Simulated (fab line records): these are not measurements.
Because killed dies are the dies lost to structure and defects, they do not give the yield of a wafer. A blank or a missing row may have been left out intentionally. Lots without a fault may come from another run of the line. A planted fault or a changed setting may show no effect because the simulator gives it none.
Comparing a struck lot with a sound one / flow berkeleyCmos170 / 14 out of 331 route steps
Sound: the wafers L516.1, L516.2, L516.4. Struck: wafers L526.1, L526.6. (L526.2 of the same lot was not struck and is left out.) The cause comes at the end.
Each step with rows lists, per side, the tool, then ch with its chambers, then its first start. Under that, the readings that differ: sound wafers / struck wafers / difference of the means / sigmas: that difference in standard deviations of wafers without a fault.
alike: same words and numbers on both sides, and readings whose means sit less than 2 such deviations apart. not compared: any withheld reading, any reading some wafer has no value for, any bound like >300 that may hide the same value, and any number with overlapping values for which the record gives no deviation.
A row with sigmas, a row that says differs or no value, or rows on one side alone: a step with any of these is where the two part. Non-overlapping numbers with no deviation appear without sigmas and do not part them. Lack of a reading on every wafer of one side parts them only where that side has two or more wafers.

first, 2 steps without rows for these wafers: UCB170_NLDD_PEB_04; UCB170_NLDD_DEVELOP_05 (develop time 45 s).
UCB170_NLDD_CD_MEAS_06: target cd 1200 nm.
  sound on cdSem-02, day 7 00:20; struck on cdSem-01, day 9 02:55
  alike: cdNm
UCB170_NLDD_OVL_MEAS_07:
  sound on overlay-01, day 7 00:28; struck on overlay-01, day 9 03:02
reading=NLDD_OVL (nm); sound=-1 -4 -10; struck=10 9; difference=+14; sigmas=+3
then, 2 steps without rows for these wafers: UCB170_NLDD_IMPLANT_08; UCB170_NLDD_IMPLANT_09.
UCB170_NLDD_STRIP_10: strips in O2.
  sound on plasmaAsher-02 ch 0,1, day 7 00:48; struck on plasmaAsher-04 ch 0,1, day 9 03:22
  alike: chamberPressureMTorr, drypumpMotorCurrentA, o2FlowSccm, oesProductAu, stripTimeToEndpointS
  not compared: rfHoursCounterH
UCB170_NLDD_TW_MEAS_11:
  sound on filmMetro-03, day 7 00:54; struck on filmMetro-01, day 9 03:28
  alike: NLDD_TW
then, 1 step without rows for these wafers: UCB170_NLDD_CLEAN_12 (cleans in SPM, time 600 s).
UCB170_SPACER_CVD_00: deposits SiO2 from TEOS/O2, target thk 376 nm, time 47 s.
  sound on pecvd-03 ch 0,1,2, day 7 01:26; struck on pecvd-01 ch 0, day 9 03:42
  alike: heaterPowerW
UCB170_SPACER_THK_MEAS_01:
  sound on filmMetro-03, day 7 01:28; struck on filmMetro-03, day 9 03:44
reading=SPACER_TEOS_THK (nm); sound=372 366 379; struck=378 390; difference=+12; sigmas=+2
then, 1 step without rows for these wafers: UCB170_SPACER_ANNEAL_02 (time 1800 s).
UCB170_SPACER_ETCHBACK_03: etches SiO2 in CHF3/CF4/Ar, stops on Si, target depth 376 nm, time 100 s.
  sound on rieDiel-04 ch 0,1,3, day 7 04:52; struck on rieDiel-04 ch 0, day 9 09:16
reading=oesProductAu (a.u.); sound=0.877 0.907 0.925; struck=0.808 0.809; difference=-0.095; sigmas=-5
reading=model.etch.depthNm (nm); sound=371.9 366 378.7; struck=311.6 309.1; difference=-61.8; sigmas=
  alike: chamberPressureMTorr, drypumpMotorCurrentA, throttleValvePct
  not compared: rfHoursCounterH
then, 1 step without rows for these wafers: UCB170_PSD_HMDS_00 (prime time 60 s).

WHERE THEY PART
At UCB170_NLDD_OVL_MEAS_07 first; at UCB170_SPACER_ETCHBACK_03 last (within this record only).

WHY: whatever the simulator had introduced
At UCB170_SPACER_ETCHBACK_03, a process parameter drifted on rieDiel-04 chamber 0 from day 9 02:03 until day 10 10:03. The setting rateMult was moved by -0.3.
